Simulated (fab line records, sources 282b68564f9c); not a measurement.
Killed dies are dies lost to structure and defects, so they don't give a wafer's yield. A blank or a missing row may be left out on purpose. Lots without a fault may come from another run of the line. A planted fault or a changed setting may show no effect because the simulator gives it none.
Split-lot experiment | flow rit_cmos | 5 lots, 27 wafers read, on a route of 202 steps

THE SPLIT
At RIT_CONTACT_CVD_00 (deposits SiO2 from TEOS, target thk 400 nm, time 61 s), the setting time_s was moved away from the recipe's 61 s on 12 of the 27 wafers read, by +21.9% to +50.0%. The other wafers ran this setting at the recipe's value.

The file shows no step between the split and the reading.

THE READING
CONTACT_TEOS_THK, in nm, at RIT_CONTACT_THK_MEAS_01. Fault-free wafers of this fab line usually give 403 nm, standard deviation 5.1 nm.

wafer  | tool, chamber at the split | time_s as run, s | against the recipe | CONTACT_TEOS_THK, nm | against lot-mates on the recipe
L075.1 | pecvd-03, 0                | 61               | recipe             | 403                  | -
L075.2 | pecvd-03, 2                | 91.48            | +50.0%             | 603                  | +199
L075.3 | pecvd-03, 1                | 61               | recipe             | 399                  | -
L075.4 | pecvd-03, 0                | 91.48            | +50.0%             | 610                  | +206
L075.5 | pecvd-03, 1                | 61               | recipe             | 411                  | -
L075.6 | pecvd-03, 2                | 91.48            | +50.0%             | 613                  | +209
L077.1 | pecvd-04, 1                | 78.92            | +29.4%             | 527                  | +118
L077.2 | pecvd-04, 2                | 61               | recipe             | 410                  | -
L077.3 | pecvd-04, 0                | 78.92            | +29.4%             | 518                  | +109
L077.4 | pecvd-04, 0                | 61               | recipe             | 409                  | -
L077.5 | pecvd-04, 2                | 78.92            | +29.4%             | 530                  | +121
L077.6 | pecvd-04, 1                | 61               | recipe             | 409                  | -
L079.1 | pecvd-02, 1                | 74.35            | +21.9%             | 490                  | +88
L079.2 | pecvd-02, 2                | 61               | recipe             | 399                  | -
L079.3 | pecvd-02, 0                | 74.35            | +21.9%             | 489                  | +87
L079.4 | pecvd-02, 1                | 61               | recipe             | 407                  | -
L079.5 | pecvd-02, 2                | 61               | recipe             | 399                  | -
L079.6 | pecvd-02, 0                | 74.35            | +21.9%             | 495                  | +93
L080.1 | pecvd-04, 0                | 61               | recipe             | 397                  | -
L080.2 | pecvd-04, 2                | 61               | recipe             | 405                  | -
L080.3 | pecvd-04, 1                | 61               | recipe             | 403                  | -
L080.4 | pecvd-04, 1                | 80.41            | +31.8%             | 537                  | +135
L080.5 | pecvd-04, 0                | 80.41            | +31.8%             | 531                  | +129
L080.6 | pecvd-04, 2                | 80.41            | +31.8%             | 537                  | +135
L082.1 | pecvd-02, 2                | 61               | recipe             | 394                  | -
L082.2 | pecvd-02, 1                | 61               | recipe             | 406                  | -
L082.6 | pecvd-02, 1                | 61               | recipe             | 407                  | -

THE FIT
A straight line over all 27 wafers: CONTACT_TEOS_THK changes by +4.1 nm for each +1% of time_s; r = +1.00; the points scatter about the line by 4.8 nm.
The same after taking each lot's own level away (the mean of its wafers on the recipe; 27 wafers): +4.09 nm for each +1%; r = +1.00; scatter 4.6 nm.
On that fit, the largest move of time_s shifts the reading by 2e+02 nm.
The lots' own levels span 401.7 to 409.3 nm, that is 1.5 times the standard deviation above.
So the lot-to-lot level changes the slope little: the two slopes agree.
Check: with one of the wafers moved furthest among these (+50.0%) left out of the fit, the line predicts +205 nm for it against its lot-mates. It came out at +199 nm against them.

OTHER SPLITS ON THESE WAFERS
These wafers also went through other splits before the reading. Each is held against what the fit with the lots' levels taken away leaves over:
other split on the same wafers  | wafers away from the commonest value | r with CONTACT_TEOS_THK (lot level and that fit taken away)
RIT_GATE_ETCH_19 target_depth_a | 9                                    | -0.03

THE WHOLE CHAIN: every reading that the file lists as answering this split, in the file's order
step                    | what it does                                                                | reading                                                                        | change (the file's fit)              | r (the file's)
RIT_CONTACT_CVD_00      | deposits SiO2 from TEOS, target thk 400 nm, time 61 s                       | SiO2_of_CONTACT_CVD_00.thk_nm (the simulator's own value, which no gauge read) | +4.09 nm for each +1% of the setting | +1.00
RIT_CONTACT_THK_MEAS_01 |                                                                             | CONTACT_TEOS_THK                                                               | +4.09 for each +1% of the setting    | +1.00
RIT_CONTACT_ETCH_11     | etches SiO2 in CHF3/CF4/Ar, stops on TiSi2, target depth 480 nm, time 320 s | etch.depth_nm (the simulator's own value, which no gauge read)                 | +1.92 nm for each +1% of the setting | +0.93
RIT_CONTACT_ETCH_11     | etches SiO2 in CHF3/CF4/Ar, stops on TiSi2, target depth 480 nm, time 320 s | CONTACT.feature_depth_nm (the simulator's own value, which no gauge read)      | +1.92 nm for each +1% of the setting | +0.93

THE FILE'S OWN FIT
CONTACT_TEOS_THK changes by +4.09 nm for each +1% of time_s, r = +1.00.
